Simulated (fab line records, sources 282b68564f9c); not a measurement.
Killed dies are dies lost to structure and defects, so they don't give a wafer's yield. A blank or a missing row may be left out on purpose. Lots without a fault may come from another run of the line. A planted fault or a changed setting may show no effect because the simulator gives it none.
A struck lot beside a sound one | flow rit_cmos | 45 steps out of a route of 202
Sound: wafers L280.1, L280.2, L280.3. Struck: wafers L278.2, L278.3, L278.6. The cause comes at the end.
At each step with rows: each side's tool, then ch and its chambers, then its first start. Under that, the readings that differ: sound wafers | struck wafers | difference of the means | sigmas: that difference in standard deviations of wafers without a fault.
alike: readings whose means differ by less than 2 such deviations, and words and numbers that are the same on both sides. not compared: withheld readings, readings that some wafer has no value for, bounds like >300 that may hide the same value, and numbers for which the record gives no deviation and whose values overlap.
The two part at a step that has a row with sigmas, a row that says differs or no value, or rows on one side only. Numbers that don't overlap but have no deviation are shown without sigmas and don't part them. A reading that every wafer of one side lacks parts them only if that side has two wafers or more.

first, 2 steps without rows for these wafers: RIT_NRETRO_HARDBAKE_07 (time 120 s); RIT_NRETRO_IMPLANT_08.
RIT_NRETRO_STRIP_09: strips in O2, time 180 s.
  sound on plasma_asher-02 ch 0,1, day 3 17:44; struck on plasma_asher-01 ch 1, day 3 12:44
  alike: drypump_motor_current_A
  not compared: rf_hours_counter_h
RIT_NRETRO_TW_MEAS_10:
  sound on film_metro-01, day 3 17:55; struck on film_metro-02, day 3 12:56
  alike: NRETRO_TW
then, 6 steps without rows for these wafers: RIT_PRETRO_HMDS_00 (prime time 60 s); RIT_PRETRO_COAT_01 (resist thk 1300 nm); RIT_PRETRO_SOFTBAKE_02 (time 60 s); RIT_PRETRO_EXPOSE_03 (exposes mask M5, target cd 43700 nm); RIT_PRETRO_PEB_04; RIT_PRETRO_DEVELOP_05 (develop time 68 s).
RIT_PRETRO_OVL_MEAS_06:
  sound on overlay-01, day 3 18:52; struck on overlay-01, day 3 13:59
  alike: PRETRO_OVL
then, 1 step without rows for these wafers: RIT_PRETRO_HARDBAKE_07 (time 120 s).
RIT_PRETRO_IMPLANT_08:
  sound on implanter-04 ch 0, day 3 19:08; struck on implanter-02 ch 0, day 3 14:17
  reading            | sound                            | struck                        | difference | sigmas
  dose_ions_cm2      | 1.2004e+13 1.1982e+13 1.1983e+13 | 8.023e+12 8.053e+12 8.023e+12 | -3.957e+12 | -99 or more
  faraday_current_uA | 39.2 38.0 39.3                   | 26.9 25.9 25.7                | -12.7      | -16
RIT_PRETRO_STRIP_09: strips in O2, time 180 s.
  sound on plasma_asher-01 ch 0,1, day 3 19:17; struck on plasma_asher-03 ch 1, day 3 14:25
  reading                     | sound          | struck         | difference | sigmas
  drypump_motor_current_A (A) | 5.51 6.25 6.23 | 5.11 5.15 5.17 | -0.85      | -3
  not compared: rf_hours_counter_h
RIT_PRETRO_TW_MEAS_10:
  sound on film_metro-03, day 3 19:28; struck on film_metro-02, day 3 14:36
  reading   | sound       | struck      | difference | sigmas
  PRETRO_TW | 475 474 474 | 411 412 409 | -64        | -12
then, 5 steps without rows for these wafers: RIT_GATE_WET_ETCH_00 (etches SiO2 in BOE, target depth 56 nm, time 60 s); RIT_GATE_CLEAN_01 (cleans in SC1, time 600 s); RIT_GATE_CLEAN_02 (cleans in dHF, time 30 s); RIT_GATE_CLEAN_03 (cleans in SC2, time 600 s); RIT_GATE_CLEAN_04 (cleans in dHF, time 60 s).
RIT_FOX2_THK_MEAS_91:
  sound on film_metro-04, day 3 19:58; struck on film_metro-04, day 3 15:05
  alike: FIELD_OXIDE_LEFT_2_THK
then, 2 steps without rows for these wafers: RIT_GATE_OXIDATION_05 (target thk 3 nm, ox time 270 s); RIT_GATE_ANNEAL_06 (time 600 s).
RIT_GATE_THK_MEAS_07:
  sound on film_metro-04, day 3 21:29; struck on film_metro-01, day 3 18:26
  alike: GATE_OXIDE_THK
then, 1 step without rows for these wafers: RIT_GATE_CVD_08 (deposits poly-Si from SiH4, target thk 250 nm, time 2220 s).
RIT_GATE_THK_MEAS_09:
  sound on film_metro-04, day 4 00:02; struck on film_metro-03, day 3 20:07
  alike: GATE_POLY_THK
then, 6 steps without rows for these wafers: RIT_GATE_HMDS_10 (prime time 60 s); RIT_GATE_COAT_11 (resist thk 850 nm); RIT_GATE_SOFTBAKE_12 (time 60 s); RIT_GATE_EXPOSE_13 (exposes mask M6, target cd 150 nm); RIT_GATE_PEB_14; RIT_GATE_DEVELOP_15 (develop time 50 s).
RIT_GATE_CD_MEAS_16: target cd 150 nm.
  sound on cd_sem-01, day 4 01:05; struck on cd_sem-02, day 3 21:02
  alike: cd_nm
RIT_GATE_OVL_MEAS_17:
  sound on overlay-01, day 4 01:12; struck on overlay-02, day 3 21:08
  alike: GATE_OVL
then, 1 step without rows for these wafers: RIT_GATE_HARDBAKE_18 (time 60 s).
RIT_GATE_ETCH_19: etches poly-Si in SF6/CHF3/O2, stops on SiO2, time 165 s, target depth 312.5 nm.
  sound on rie_si-01 ch 0,2,3, day 4 01:23; struck on rie_si-01 ch 0,1,2, day 3 21:19
  alike: SF6_flow_sccm, drypump_motor_current_A, he_backside_leak_sccm, oes_product_au, rf_fwd_power_W, throttle_valve_pct
  not compared: rf_hours_counter_h
RIT_GATE_STRIP_20: strips in O2, time 180 s.
  sound on plasma_asher-02 ch 0,1, day 4 01:29; struck on plasma_asher-01 ch 0, day 3 21:26
  alike: drypump_motor_current_A
  not compared: rf_hours_counter_h
RIT_GATE_CD_MEAS_90: target cd 150 nm.
  sound on cd_sem-02, day 4 01:40; struck on cd_sem-01, day 3 21:37
  alike: cd_nm
then, 4 steps without rows for these wafers: RIT_REOX_CLEAN_00 (cleans in SC1, time 600 s); RIT_REOX_CLEAN_01 (cleans in dHF, time 30 s); RIT_REOX_CLEAN_02 (cleans in SC2, time 600 s); RIT_REOX_OXIDATION_03 (target thk 25.2 nm, ox time 5580 s).
RIT_M1_DEVELOP_08: develop time 65.48 s.
  sound on litho_track-04 ch 0; struck on litho_track-01 ch 0
  reading             | sound          | struck         | difference | sigmas
  model.M1.cd_nm (nm) | 2603 2602 2603 | 2634 2633 2633 | +31        |
RIT_M1_METAL_ETCH_12: etches Al in Cl2/BCl3, stops on SiO2, time 165 s, target depth 600 nm.
  sound on rie_metal-04 ch 0,1, day 4 21:22; struck on rie_metal-02 ch 0, day 4 15:31
  reading               | sound             | struck            | difference | sigmas
  oes_product_au (a.u.) | 0.791 0.804 0.784 | 0.763 0.759 0.753 | -0.035     | -2
  model.M1.cd_nm (nm)   | 2601 2598 2601    | 2635 2634 2634    | +34        |
  alike: drypump_motor_current_A, he_backside_leak_sccm, rf_fwd_power_W, throttle_valve_pct
  not compared: rf_hours_counter_h
RIT_M1_PROBE_99:
  sound on prober-02, day 4 23:37; struck on prober-02, day 4 18:07
  reading                              | sound                | struck               | difference | sigmas
  model.etest.nmos_0p3.r_on_ohm_um     | 2191 2156 2158       | 2014 2067 2100       | -108       |
  model.etest.nmos_0p15.r_on_ohm_um    | 1134 1121 1120       | 1058 1110 1116       | -30        |
  model.etest.nmos_turned.drive_ua_um  | 337.1 325.5 334.6    | 380.6 362.7 371.2    | +39.1      |
  model.etest.nmos_0p15.drive_ua_um    | 470.7 461.7 464.3    | 523.4 510.4 511.2    | +49.4      |
  model.etest.m1.width_nm (nm)         | 2595 2608 2596       | 2642 2634 2637       | +38        |
  model.etest.nmos_0p3.drive_ua_um     | 222 220.3 222.4      | 254.1 251.1 248.1    | +29.5      |
  model.etest.nmos_narrow.drive_ua_um  | 219.4 210.9 212.6    | 252 247.1 243.8      | +33        |
  model.etest.nmos_0p15.off_log10_a_um | -10.12 -10.37 -10.33 | -8.505 -8.534 -8.753 | +1.676     |
  alike: killed_at_front_end, killed_dies, killed_on_rim, killed_open, killed_short

WHERE THEY PART
First at RIT_PRETRO_IMPLANT_08; last, within this record, at RIT_M1_METAL_ETCH_12. Later steps at which nothing parts them and some readings are alike: RIT_M1_PROBE_99.

WHY: what the simulator had put in
Process parameter drift: implanter-02, from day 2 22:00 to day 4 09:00, at RIT_PRETRO_IMPLANT_08. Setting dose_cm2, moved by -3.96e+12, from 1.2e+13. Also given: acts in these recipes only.
